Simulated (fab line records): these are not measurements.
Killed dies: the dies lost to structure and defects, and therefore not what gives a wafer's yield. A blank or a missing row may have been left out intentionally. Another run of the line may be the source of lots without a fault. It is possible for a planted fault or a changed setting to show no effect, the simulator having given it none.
fab line records	flow rit-cmos
[record] lots = 13	wafers = 39	last-day = 7
route steps=202 shown M1@190
lots that met no fault: from a run of the same line without faults
start-h: hours from the record's opening day to when the first of the lot's shown wafers began	wait-h: hours from the lot's prior step to this one	" as in the row above	L1.1+2: a single row standing in for several wafers	- no value, or no start was given	* or withheld: withheld	< > ~ a bound
route shown NAME@n: a module of which the file shows steps, and the number in the route of the first	usual: mean/standard deviation of fault-free wafers	same: alike in all rows	chamber/n: place in a boat	sites: readings site by site	_std_site: standard deviation across them	_edge_site: outer sites' mean less inner sites'	radius-mm: for every site, how far away it sits from the centre of the wafer	mask NAME#n: copy n	behind: the most recent tool/chamber to have shaped the wafer	hold: what put the lot on hold/how long, in hours/how the hold closed	device: names the non-switching transistor (n, p or np)	end of line: the same wafers' tests at the end of the route	a step without rows: its recipe alone	killed: not the wafer's yield, but the dies lost to structure and defects at the first sort	map: shows each die of a wafer: x if killed, . if not, _ if none is there
set.NAME: the run value of the setting; set.NAME@STEP: its run value at that earlier step	model.NAME: the simulator's own value behind a step, which no gauge read
one table for each step of the route and one row for each wafer, over a sample of lots
services: a tool's chamber out of use, with start hour (start-h, from the record's first day; less than 0 if before it), hours out, and reason
[[steps]]
[step RIT_M1_EXPOSE_06]
[recipe] mask-id = M12	na = 0.6	source-shape = conventional	sigma-outer = 0.5	target-cd-nm = 2600	dose-mj = 250
lot.wafer	tool	chamber	start-h	wait-h	mask
L842.1+2+5	iline-stepper-02	0	59.27	0.2	M12#0
L843.3+4+6	iline-stepper-02	0	66.90	0.1	M12#0
L845.1+3+4	iline-stepper-01	0	73.89	0.1	M12#0
L849.1+5+6	iline-stepper-01	0	95.99	0.1	M12#0
L850.2+4+6	iline-stepper-01	0	97.93	0.1	M12#0
L851.1+3+5	iline-stepper-01	0	106.55	0.1	M12#0
L852.2+3+4	iline-stepper-02	0	109.58	0.3	M12#0
L855.1+4+5	iline-stepper-01	0	129.32	0.1	M12_R1#0
L856.2+3+5	iline-stepper-02	0	130.71	0.2	M12#0
L857.3+4+6	iline-stepper-02	0	136.70	0.1	M12#0
L858.1+3+5	iline-stepper-01	0	143.15	0.2	M12#0
L863.1+2+6	iline-stepper-02	0	164.05	0.1	M12#0
L864.1+3+4	iline-stepper-01	0	172.09	0.2	M12#0
[step RIT_M1_CD_MEAS_09]
[recipe] target-cd-nm = 2600
[usual] cd-nm = 2600.4/2.4
lot.wafer	tool	chamber	start-h	wait-h	cd-nm
L842.1	cd-sem-02	-	59.82	-	2598.1
L842.2	"	-	"	"	2597.3
L842.5	"	-	"	"	2595.1
L843.3	cd-sem-01	-	67.33	-	2601.6
L843.4	"	-	"	"	2601.5
L843.6	"	-	"	"	2600.8
L845.1	cd-sem-01	-	74.32	-	2602.3
L845.3	"	-	"	"	2603.8
L845.4	"	-	"	"	2601.8
L849.1	cd-sem-01	-	96.42	-	2600.8
L849.5	"	-	"	"	2604.3
L849.6	"	-	"	"	2602.7
L850.2	cd-sem-02	-	98.36	-	2602.2
L850.4	"	-	"	"	2604.7
L850.6	"	-	"	"	2605.3
L851.1	cd-sem-02	-	106.98	-	2602.8
L851.3	"	-	"	"	2606.0
L851.5	"	-	"	"	2603.7
L852.2	cd-sem-02	-	110.01	-	2600.1
L852.3	"	-	"	"	2602.3
L852.4	"	-	"	"	2600.9
L855.1	cd-sem-02	-	129.75	-	2249.3
L855.4	"	-	"	"	2246.8
L855.5	"	-	"	"	2247.5
L856.2	cd-sem-01	-	131.14	-	2599.3
L856.3	"	-	"	"	2600.1
L856.5	"	-	"	"	2598.8
L857.3	cd-sem-02	-	137.32	-	2602.4
L857.4	"	-	"	"	2603.7
L857.6	"	-	"	"	2603.2
L858.1	cd-sem-02	-	143.58	-	2601.0
L858.3	"	-	"	"	2601.0
L858.5	"	-	"	"	2600.2
L863.1	cd-sem-02	-	164.48	-	2601.7
L863.2	"	-	"	"	2601.1
L863.6	"	-	"	"	2598.9
L864.1	cd-sem-02	-	172.52	-	2599.1
L864.3	"	-	"	"	2600.1
L864.4	"	-	"	"	2597.4
[step RIT_M1_PROBE_99]
[usual] defect-limited-yield = 97.3/1.2	killed_at_M0_to_M3 = 0.0/0.083	killed-at-contacts = 0.1/0.31	killed-at-front-end = 7/3.3	killed-dies = 7/3.3	killed-on-rim = 1.9/1.5	killed-open = 3.4/2.2	killed-short = 3.5/2	sort_bin_3_pad_short = 0.1/0.2	sort_bin_5_function = 1.5/0.88	sort_bin_6_memory = 1.0/0.69	sort-n-pass = 257/3.3	sort-yield-pct = 97.3/1.2
[same] gross-dies = 264	killed_at_M4_up = 0	killed-at-back-side = 0	killed-at-other = 0
lot.wafer	tool	chamber	start-h	wait-h	defect-limited-yield[%]	killed_at_M0_to_M3	killed-at-contacts	killed-at-front-end	killed-dies	killed-on-rim	killed-open	killed-short	sort_bin_3_pad_short[%]	sort_bin_5_function[%]	sort_bin_6_memory[%]	sort-n-pass	sort-yield-pct[%]
L843.3	prober-02	-	73.52	0.2	97.3	0	0	7	7	2	2	5	0.4	1.1	1.1	257	97.3
L843.4	prober-02	-	73.57	0.2	96.6	0	0	9	9	3	5	4	0	1.5	1.9	255	96.6
L843.6	prober-02	-	73.67	0.2	97.0	0	0	8	8	3	2	6	0.4	1.1	1.5	256	97.0
L851.1	prober-01	-	109.99	0.1	97.3	0	0	7	7	2	5	2	0	2.3	0.4	257	97.3
L851.3	prober-01	-	110.09	0.2	97.3	0	0	7	7	1	3	4	0.4	0.8	1.5	257	97.3
L851.5	prober-01	-	110.19	0.2	95.5	0	0	12	12	4	6	6	0.4	3.4	0.8	252	95.5
L855.1	prober-01	-	132.41	0.1	89.4	24	0	4	28	9	2	2	0.4	9.8	0.4	236	89.4
L855.4	prober-01	-	132.56	0.2	86.4	30	0	6	36	11	6	0	0	12.1	1.5	228	86.4
L855.5	prober-01	-	132.61	0.2	87.1	31	0	3	34	8	2	1	0	12.9	0	230	87.1
L856.2	prober-02	-	135.17	0.1	96.6	0	0	9	9	2	4	4	0.8	1.9	0.8	255	96.6
L856.3	prober-02	-	135.22	0.2	98.9	0	0	3	3	0	1	2	0	0.8	0.4	261	98.9
L856.5	prober-02	-	135.32	0.2	97.3	0	0	7	7	2	5	2	0	1.1	1.5	257	97.3
L857.3	prober-01	-	140.20	0.2	97.7	0	0	6	6	1	5	1	0.4	1.1	0.8	258	97.7
L857.4	prober-01	-	140.25	0.2	98.9	0	0	3	3	1	1	2	0.4	0.4	0.4	261	98.9
L857.6	prober-01	-	140.35	0.2	98.5	0	0	4	4	1	3	1	0	1.1	0.4	260	98.5
L858.1	prober-02	-	148.34	0.1	97.7	0	0	6	6	2	3	3	0	2.3	0	258	97.7
L858.3	prober-02	-	148.44	0.2	98.5	0	0	4	4	1	2	2	0.4	0.8	0.4	260	98.5
L858.5	prober-02	-	148.54	0.2	97.7	0	0	6	6	2	4	2	0	0.8	1.5	258	97.7
L863.1	prober-01	-	167.17	0.1	97.3	0	0	7	7	1	2	5	0.4	1.1	1.1	257	97.3
L863.2	prober-01	-	167.22	0.1	98.9	0	1	2	3	2	2	1	0	0.4	0.8	261	98.9
L863.6	prober-01	-	167.42	0.2	98.9	0	0	3	3	0	0	3	0	1.1	0	261	98.9
// killed by level:class
L843.3 FOX1:geometric-particle:short=2 FOX2:geometric-particle:short=2 REOX:geometric-particle:open=1 SPACER:geometric-particle:open=1 SILICIDE:geometric-particle:short=1
L843.4 FOX2:geometric-particle:short=2 GATE:geometric-particle:open=2 SILICIDE:geometric-particle:open=2 FOX1:geometric-particle:short=1 REOX:geometric-particle:open=1 SILICIDE:geometric-particle:short=1
L843.6 GATE:geometric-particle:short=4 ACTIVE:geometric-particle:short=1 REOX:geometric-particle:open=1 SPACER:geometric-particle:short=1 SILICIDE:geometric-particle:open=1
L851.1 REOX:geometric-particle:open=2 SPACER:geometric-particle:open=2 GATE:geometric-particle:open=1 SPACER:geometric-particle:short=1 SILICIDE:geometric-particle:short=1
L851.3 GATE:geometric-particle:open=2 REOX:geometric-particle:short=2 FOX1:geometric-particle:short=1 FOX2:geometric-particle:short=1 FOX2:geometric-particle:open=1
L851.5 GATE:geometric-particle:short=3 FOX1:geometric-particle:short=1 FOX1:geometric-particle:open=1 FOX2:geometric-particle:open=1 FOX2:geometric-particle:short=1 GATE:geometric-particle:open=1 REOX:geometric-particle:open=1 SPACER:geometric-particle:open=1
L855.1 M1:area-expose=24 GATE:geometric-particle:open=2 GATE:geometric-particle:short=1 REOX:geometric-particle:short=1
L855.4 M1:area-expose=30 FOX1:geometric-particle:open=3 SPACER:geometric-particle:open=2 GATE:geometric-particle:open=1
L855.5 M1:area-expose=31 GATE:geometric-particle:open=1 SPACER:geometric-particle:short=1 SPACER:geometric-particle:open=1
L856.2 FOX1:geometric-particle:short=2 FOX1:geometric-particle:open=2 FOX2:geometric-particle:open=1 GATE:geometric-particle:open=1 GATE:geometric-particle:short=1 SILICIDE:geometric-particle:short=1 NRETRO:coat-microbubble-printed=1
L856.3 FOX1:geometric-particle:short=1 FOX1:geometric-particle:open=1 SPACER:geometric-particle:short=1
L856.5 GATE:geometric-particle:short=2 SPACER:geometric-particle:open=2 SILICIDE:geometric-particle:open=2 GATE:geometric-particle:open=1
L857.3 FOX1:geometric-particle:open=2 REOX:geometric-particle:open=2 FOX2:geometric-particle:open=1 SILICIDE:geometric-particle:short=1
L857.4 SILICIDE:geometric-particle:short=2 SILICIDE:geometric-particle:open=1
L857.6 FOX1:geometric-particle:short=1 REOX:geometric-particle:open=1 SPACER:geometric-particle:open=1 SILICIDE:geometric-particle:open=1
L858.1 GATE:geometric-particle:short=3 FOX1:geometric-particle:open=1 GATE:geometric-particle:open=1 REOX:geometric-particle:open=1
L858.3 FOX1:geometric-particle:short=1 FOX1:geometric-particle:open=1 GATE:geometric-particle:short=1 REOX:geometric-particle:open=1
L858.5 GATE:geometric-particle:short=2 SILICIDE:geometric-particle:open=2 GATE:geometric-particle:open=1 SPACER:geometric-particle:open=1
L863.1 FOX1:geometric-particle:short=2 GATE:geometric-particle:short=2 FOX2:geometric-particle:open=1 GATE:geometric-particle:open=1 SPACER:geometric-particle:short=1
L863.2 FOX1:geometric-particle:short=1 REOX:geometric-particle:open=1 CONTACT:geometric-particle:open=1
L863.6 SPACER:geometric-particle:short=2 FOX1:geometric-particle:short=1
[[services]]
tool	chamber	start-h	hours	kind
iline-stepper-02	0	43.28	-	calibration
iline-stepper-01	0	90.43	-	calibration
iline-stepper-01	-	137.73	4.6	repair
iline-stepper-01	-	155.79	2.7	repair
[[key]]
[first-sign] step = RIT_M1_EXPOSE_06	reading = mask	direction = changed
[effect] step = RIT_M1_CD_MEAS_09	reading = cd-nm	direction = down	sigmas = 99+	usual = 2600.4	struck = 2247.8
[effect] step = RIT_M1_PROBE_99	reading = killed_at_M0_to_M3	direction = up	sigmas = 28	usual = 0.0	struck = 28.3
[more-kills-born-at] RIT_M1_EXPOSE_06@iline-stepper-01 = 85
met-at RIT_M1_EXPOSE_06
struck-lots L855
onset-between 106.55 129.32
[fault] kind = wrong-mask	tool = any	chamber = -	onset-h = 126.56	steps = RIT_M1_EXPOSE_06	aux-copy = M12_R1#0	cd-offset-nm = -350	scope = struck-lots-only
